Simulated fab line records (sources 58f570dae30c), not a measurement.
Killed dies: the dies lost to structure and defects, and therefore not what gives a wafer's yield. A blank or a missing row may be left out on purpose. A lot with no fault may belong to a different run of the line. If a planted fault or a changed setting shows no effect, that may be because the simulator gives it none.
Lot-split experiment + flow berkeleyCmos170 + 23 wafers read from 5 lots, route of 331 steps

THE SPLIT ITSELF
At UCB170_FIELD_OXIDATION_01 (target thk 558.3 nm, ox time 7200 s), the setting oxTimeS was moved away from the recipe's 7200 s on 15 of the 23 wafers read, by -9.8% to +11.8%. This setting was run at the recipe's value on the other wafers.

FROM THE SPLIT TO THE READING: what the file shows between them, 5 steps
- UCB170_FIELD_THK_MEAS_02
- UCB170_FIELD_ANNEAL_03: time 1200 s
- UCB170_FIELD_WET_ETCH_04: etches SiO2 in dHF, time 60 s
- UCB170_FIELD_WET_ETCH_05: etches Si3N4 in H3PO4, time 12600 s
- UCB170_FIELD_WET_ETCH_06: etches SiO2 in BOE, time 22 s

THE READING
FIELD_OXIDE_LEFT_1_THK (nm), taken at UCB170_FIELD_THK_MEAS_90. A value of 431 nm with a standard deviation of 7.3 nm is what fault-free wafers of this fab line usually give.

| wafer  | tool, chamber at the split | oxTimeS as run, s | against the recipe | FIELD_OXIDE_LEFT_1_THK, nm | against lot-mates on the recipe |
|--------|----------------------------|-------------------|--------------------|----------------------------|---------------------------------|
| L074.2 | furnace-01, 0              | 7200              | recipe             | 431                        | -                               |
| L074.3 | furnace-01, 0              | 7200              | recipe             | 427                        | -                               |
| L074.5 | furnace-01, 0              | 7200              | recipe             | 432                        | -                               |
| L076.1 | -, -                       | 8047              | +11.8%             | 472                        | no lot-mate on the recipe       |
| L076.2 | -, -                       | 8047              | +11.8%             | 473                        | no lot-mate on the recipe       |
| L076.4 | -, -                       | 8047              | +11.8%             | 464                        | no lot-mate on the recipe       |
| L076.5 | -, -                       | 8047              | +11.8%             | 476                        | no lot-mate on the recipe       |
| L076.6 | -, -                       | 8047              | +11.8%             | 477                        | no lot-mate on the recipe       |
| L080.1 | -, -                       | 7200              | recipe             | 417                        | -                               |
| L080.3 | -, -                       | 7200              | recipe             | 425                        | -                               |
| L080.4 | -, -                       | 7200              | recipe             | 424                        | -                               |
| L080.5 | -, -                       | 7200              | recipe             | 427                        | -                               |
| L080.6 | -, -                       | 7200              | recipe             | 438                        | -                               |
| L081.2 | -, -                       | 6820              | -5.3%              | 415                        | no lot-mate on the recipe       |
| L081.3 | -, -                       | 6820              | -5.3%              | 420                        | no lot-mate on the recipe       |
| L081.4 | -, -                       | 6820              | -5.3%              | 415                        | no lot-mate on the recipe       |
| L081.5 | -, -                       | 6820              | -5.3%              | 402                        | no lot-mate on the recipe       |
| L081.6 | -, -                       | 6820              | -5.3%              | 410                        | no lot-mate on the recipe       |
| L083.1 | -, -                       | 6497              | -9.8%              | 386                        | no lot-mate on the recipe       |
| L083.2 | -, -                       | 6497              | -9.8%              | 397                        | no lot-mate on the recipe       |
| L083.3 | -, -                       | 6497              | -9.8%              | 395                        | no lot-mate on the recipe       |
| L083.5 | -, -                       | 6497              | -9.8%              | 391                        | no lot-mate on the recipe       |
| L083.6 | -, -                       | 6497              | -9.8%              | 381                        | no lot-mate on the recipe       |

THE FIT
A straight line over all 23 wafers: FIELD_OXIDE_LEFT_1_THK changes by +3.74 nm for each +1% of oxTimeS; r = +0.98; the points scatter about the line by 6.3 nm.
Too few moved wafers with a lot-mate on the recipe to fit a line net of each lot's own level.

THE WHOLE CHAIN: every reading that the file lists as answering this split, in the file's order
| step                      | what it does                        | reading                                                                           | change (the file's fit)              | r (the file's) |
|---------------------------|-------------------------------------|-----------------------------------------------------------------------------------|--------------------------------------|----------------|
| UCB170_FIELD_OXIDATION_01 | target thk 558.3 nm, ox time 7200 s | SiO2_of_FIELD_OXIDATION_01.thkNm (the simulator's own value, which no gauge read) | +3.65 nm for each +1% of the setting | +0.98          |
| UCB170_FIELD_THK_MEAS_02  |                                     | FIELD_OXIDE_THK                                                                   | +3.64 for each +1% of the setting    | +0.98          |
| UCB170_FIELD_WET_ETCH_05  | etches Si3N4 in H3PO4, time 12600 s | SiO2_of_FIELD_OXIDATION_01.thkNm (the simulator's own value, which no gauge read) | +3.69 nm for each +1% of the setting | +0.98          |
| UCB170_FIELD_THK_MEAS_90  |                                     | FIELD_OXIDE_LEFT_1_THK                                                            | +3.75 for each +1% of the setting    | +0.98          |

FILE'S OWN FIT
FIELD_OXIDE_LEFT_1_THK changes by +3.75 nm for each +1% of oxTimeS, r = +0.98.
